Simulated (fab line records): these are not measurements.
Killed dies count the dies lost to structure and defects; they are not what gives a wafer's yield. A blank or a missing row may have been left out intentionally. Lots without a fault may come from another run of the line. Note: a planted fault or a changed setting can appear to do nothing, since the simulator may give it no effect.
Problem report, 8D (eight disciplines) form, completed by code    flow rit cmos    the parts of the form that need people (team, actions taken, sign-off) are left out

## 1. PROBLEM STATEMENT
Mean of heater power total W at RIT_NRETRO_SOFTBAKE_02: 34.97 W across 6 wafers in 2 lots; on wafers with no fault it is 34.57 W (standard deviation 0.05). Relative to the usual mean, that is a shift of +8.1 standard deviations.
The step: time 60 s.
The first sign was on wafer L231.1 at day 4 13:27, on litho track-04. The record holds 42 wafers of 14 lots with a number at this step. The rule behind "out" and "out of limits": a value lying over 4 standard deviations away from the usual mean. All remaining wafers that have a number are taken as sound.

## 2. WHAT IT IS, WHAT IT ISN'T
question                     is                      is not
which readings at this step  heater power total W    -
which lots                   L231, L232              L222, L224, L225, L227, L228, L230, L235, L238, L239, L240, L241, L242
which wafers of those lots   all that have a number  -
read on which tools          litho track-04          litho track-01, litho track-02
when                         from day 4 13:27        up to then (18 sound wafers); but 18 sound wafers of L235, L238, L239, L240, L241, L242 came after

## 3. WHAT RULES OUT EACH SUSPECT
Counting: a tool at any process step up to the reading remains a suspect when it ran all the lots that are out and ran no sound lot after the first of those.
- litho track-04 at RIT_NRETRO_SOFTBAKE_02 (time 60 s): kept. Every lot that is out went through it, starting with L231 (day 4 13:27), and after that it ran no sound lot; the last sound lot it ran before then is L230 (day 4 08:26). On those wafers its own readings are out: heater power total W.
Left after counting: litho track-04 at RIT_NRETRO_SOFTBAKE_02.

## 4. THE CAUSE (what the simulator had put in)
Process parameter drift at RIT_NRETRO_SOFTBAKE_02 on litho track-04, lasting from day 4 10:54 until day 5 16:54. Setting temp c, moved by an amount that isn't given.
The count eliminated every tool but this one.

## 5. THE CHAIN OF EFFECTS, in route order
Each row: a reading whose mean over the struck wafers that have a number lies more than 3 standard deviations from the usual. Only readings for which the record gives a usual standard deviation are gone through. hours: the time from each lot's start at the first step in this table that gives one to its start at this step, as a median over the lots. sigmas: the change in usual standard deviations.
hours  step                    reading               usual    on struck wafers  change  sigmas
0      RIT_NRETRO_SOFTBAKE_02  heater power total W  34.57 W  34.97             +0.40   +8.1
0      RIT_NRETRO_SOFTBAKE_02  plate temp C          89.99 C  90.58             +0.59   +4.5
Its process steps:
- RIT_NRETRO_SOFTBAKE_02: time 60 s.
Later measuring or inspecting steps at which every struck wafer that the step has a row for has a number for every such reading, and none has moved that far: RIT_GATE_THK_MEAS_07, RIT_GATE_OVL_MEAS_17.

## 6. HOW IT WOULD HAVE BEEN CAUGHT EARLIER
In this record the first reading out of limits was taken at day 4 13:27, 3 hours after the fault began at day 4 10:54.
